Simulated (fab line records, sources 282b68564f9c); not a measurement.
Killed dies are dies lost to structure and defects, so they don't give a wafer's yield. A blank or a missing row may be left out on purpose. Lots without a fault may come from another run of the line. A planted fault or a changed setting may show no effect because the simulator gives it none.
A struck lot beside a sound one | flow rit_cmos | 19 steps out of a route of 202
Sound: wafers L385.1, L385.2, L385.5. Struck: wafers L380.1, L380.3, L380.6. The cause comes at the end.
At each step with rows: each side's tool, then ch and its chambers, then its first start. Under that, the readings that differ: sound wafers | struck wafers | difference of the means | sigmas: that difference in standard deviations of wafers without a fault.
alike: readings whose means differ by less than 2 such deviations, and words and numbers that are the same on both sides. not compared: withheld readings, readings that some wafer has no value for, bounds like >300 that may hide the same value, and numbers for which the record gives no deviation and whose values overlap.
The two part at a step that has a row with sigmas, a row that says differs or no value, or rows on one side only. Numbers that don't overlap but have no deviation are shown without sigmas and don't part them. A reading that every wafer of one side lacks parts them only if that side has two wafers or more.

first, 4 steps without rows for these wafers: RIT_PSD_SOFTBAKE_02 (time 60 s); RIT_PSD_EXPOSE_03 (exposes mask M10, target cd 40900 nm); RIT_PSD_PEB_04; RIT_PSD_DEVELOP_05 (develop time 50 s).
RIT_PSD_OVL_MEAS_06:
  sound on overlay-02, day 6 14:47; struck on overlay-01, day 5 12:08
  alike: PSD_OVL
then, 2 steps without rows for these wafers: RIT_PSD_HARDBAKE_07 (time 60 s); RIT_PSD_IMPLANT_08.
RIT_PSD_STRIP_09: strips in O2, time 180 s.
  sound on plasma_asher-04 ch 0,1, day 6 15:07; struck on plasma_asher-04 ch 0,1, day 5 12:28
  alike: drypump_motor_current_A
  not compared: rf_hours_counter_h
RIT_PSD_TW_MEAS_10:
  sound on film_metro-03, day 6 15:17; struck on film_metro-04, day 5 12:38
  alike: PSD_TW
then, 3 steps without rows for these wafers: RIT_SDANNEAL_CLEAN_00 (cleans in SC1, time 600 s); RIT_SDANNEAL_CLEAN_01 (cleans in dHF, time 30 s); RIT_SDANNEAL_CLEAN_02 (cleans in SC2, time 600 s).
RIT_SDANNEAL_RTA_03: time 5 s.
  sound on rtp_anneal-01 ch 0, day 6 15:43; struck on rtp_anneal-02 ch 0, day 5 13:05
  alike: chamber_o2_ppm, wafer_temp_C_max
RIT_SDANNEAL_RS_MEAS_04: measures by four-point-probe.
  sound on film_metro-02, day 6 15:47; struck on film_metro-03, day 5 13:08
  reading         | sound             | struck         | difference | sigmas
  PSD_RS (ohm/sq) | 115.8 115.8 116.2 | 72.3 72.4 72.4 | -43.6      | -99 or more
RIT_SDANNEAL_RS_MEAS_05: measures by four-point-probe.
  sound on film_metro-02, day 6 15:54; struck on film_metro-03, day 5 13:16
  reading         | sound             | struck            | difference | sigmas
  NSD_RS (ohm/sq) | 83.16 82.78 83.39 | 75.86 75.97 75.83 | -7.22      | -28
RIT_SDANNEAL_RS_MEAS_06: measures by four-point-probe.
  sound on film_metro-02, day 6 16:01; struck on film_metro-03, day 5 13:23
  reading          | sound             | struck            | difference | sigmas
  PLDD_RS (ohm/sq) | 180.3 179.7 179.5 | 142.2 141.9 141.9 | -37.8      | -82
RIT_SDANNEAL_RS_MEAS_07: measures by four-point-probe.
  sound on film_metro-02, day 6 16:08; struck on film_metro-03, day 5 13:30
  reading          | sound             | struck            | difference | sigmas
  NLDD_RS (ohm/sq) | 154.3 154.7 154.6 | 146.0 146.0 146.1 | -8.5       | -12
then, 1 step without rows for these wafers: RIT_SILICIDE_WET_ETCH_00 (etches SiO2 in BOE, target depth 14 nm, time 15 s).
RIT_M1_PROBE_99:
  sound on prober-02, day 6 23:11; struck on prober-01, day 5 20:38
  alike: killed_at_contacts, killed_at_front_end, killed_dies, killed_open, killed_short

WHERE THEY PART
First at RIT_SDANNEAL_RS_MEAS_04; last, within this record, at RIT_SDANNEAL_RS_MEAS_07. Later steps at which nothing parts them and some readings are alike: RIT_M1_PROBE_99.

WHY: what the simulator had put in
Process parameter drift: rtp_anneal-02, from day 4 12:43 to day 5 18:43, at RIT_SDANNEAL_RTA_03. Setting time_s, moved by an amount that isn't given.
